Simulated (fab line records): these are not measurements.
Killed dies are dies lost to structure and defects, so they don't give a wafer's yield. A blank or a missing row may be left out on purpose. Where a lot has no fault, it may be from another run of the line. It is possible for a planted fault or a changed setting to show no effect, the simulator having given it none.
A lot that was struck, set against a sound lot -- flow ritCmos -- 17 out of 202 route steps
Sound: the wafers L789.1, L789.5, L789.6. Wafers L787.1, L787.3, L787.5 were the ones struck. The cause comes at the end.
At each step with rows: each side's tool, then ch and its chambers, then its first start. Under that, the readings that differ: sound wafers -- struck wafers -- difference of the means -- sigmas: that difference in standard deviations of wafers without a fault.
alike: readings whose means differ by less than 2 such deviations, and words and numbers that are the same on both sides. not compared: withheld readings, readings that some wafer has no value for, bounds like >300 that may hide the same value, and numbers for which the record gives no deviation and whose values overlap.
The two part at a step that has a row with sigmas, a row that says differs or no value, or rows on one side only. Numbers that have no deviation but don't overlap get no sigmas and don't part them. Lack of a reading on every wafer of one side parts them only where that side has two or more wafers.

first, 2 steps without rows for these wafers: RIT_NRETRO_HARDBAKE_07 (time 120 s); RIT_NRETRO_IMPLANT_08.
RIT_NRETRO_STRIP_09: strips in O2, time 180 s.
  sound on plasmaAsher-04 ch 0,1, day 5 23:19; struck on plasmaAsher-03 ch 0, day 5 14:11
  alike: chamberPressureMTorr, drypumpMotorCurrentA
  not compared: rfHoursCounterH
RIT_NRETRO_TW_MEAS_10:
  sound on filmMetro-04 at day 5 23:29; struck on filmMetro-04 at day 5 14:22
  alike: NRETRO_TW
then, 6 steps without rows for these wafers: RIT_PRETRO_HMDS_00 (prime time 60 s); RIT_PRETRO_COAT_01 (resist thk 1300 nm); RIT_PRETRO_SOFTBAKE_02 (time 60 s); RIT_PRETRO_EXPOSE_03 (exposes mask M5, target cd 43700 nm); RIT_PRETRO_PEB_04; RIT_PRETRO_DEVELOP_05 (develop time 68 s).
RIT_PRETRO_OVL_MEAS_06:
  sound on overlay-02 at day 6 00:26; struck on overlay-01 at day 5 15:18
  alike: PRETRO_OVL
then, 1 step without rows for these wafers: RIT_PRETRO_HARDBAKE_07 (time 120 s).
RIT_PRETRO_IMPLANT_08:
  sound on implanter-04 ch 0, day 6 00:43; struck on implanter-01 ch 0, day 5 15:54
reading,sound,struck,difference,sigmas
beamEnergyKeV,45.002 45.021 45.018,44.987 44.987 44.980,-0.029,-2
  alike: beamOnS, faradayCurrentUA
RIT_PRETRO_STRIP_09: strips in O2, time 180 s.
  sound on plasmaAsher-01 ch 0,1, day 6 00:52; struck on plasmaAsher-04 ch 0,1, day 5 16:03
  alike: chamberPressureMTorr, drypumpMotorCurrentA
  not compared: rfHoursCounterH
RIT_PRETRO_TW_MEAS_10:
  sound on filmMetro-04 at day 6 01:02; struck on filmMetro-02 at day 5 16:13
reading,sound,struck,difference,sigmas
PRETRO_TW,476.7 479.4 474.3,584.1 583.3 580.6,+105.9,+35
then, 1 step without rows for these wafers: RIT_GATE_WET_ETCH_00 (etches SiO2 in BOE, target depth 56 nm, time 60 s).
RIT_M1_PROBE_99:
  sound on prober-01 at day 7 03:01; struck on prober-01 at day 6 17:29
  alike: killedAtContacts, killedAtFrontEnd, killedDies, killedOpen, killedShort

== WHERE THEY PART ==
Last at RIT_PRETRO_TW_MEAS_10 as far as this record goes, first at RIT_PRETRO_IMPLANT_08. Later steps at which nothing parts them and some readings are alike: RIT_M1_PROBE_99.

WHY: whatever the simulator had introduced
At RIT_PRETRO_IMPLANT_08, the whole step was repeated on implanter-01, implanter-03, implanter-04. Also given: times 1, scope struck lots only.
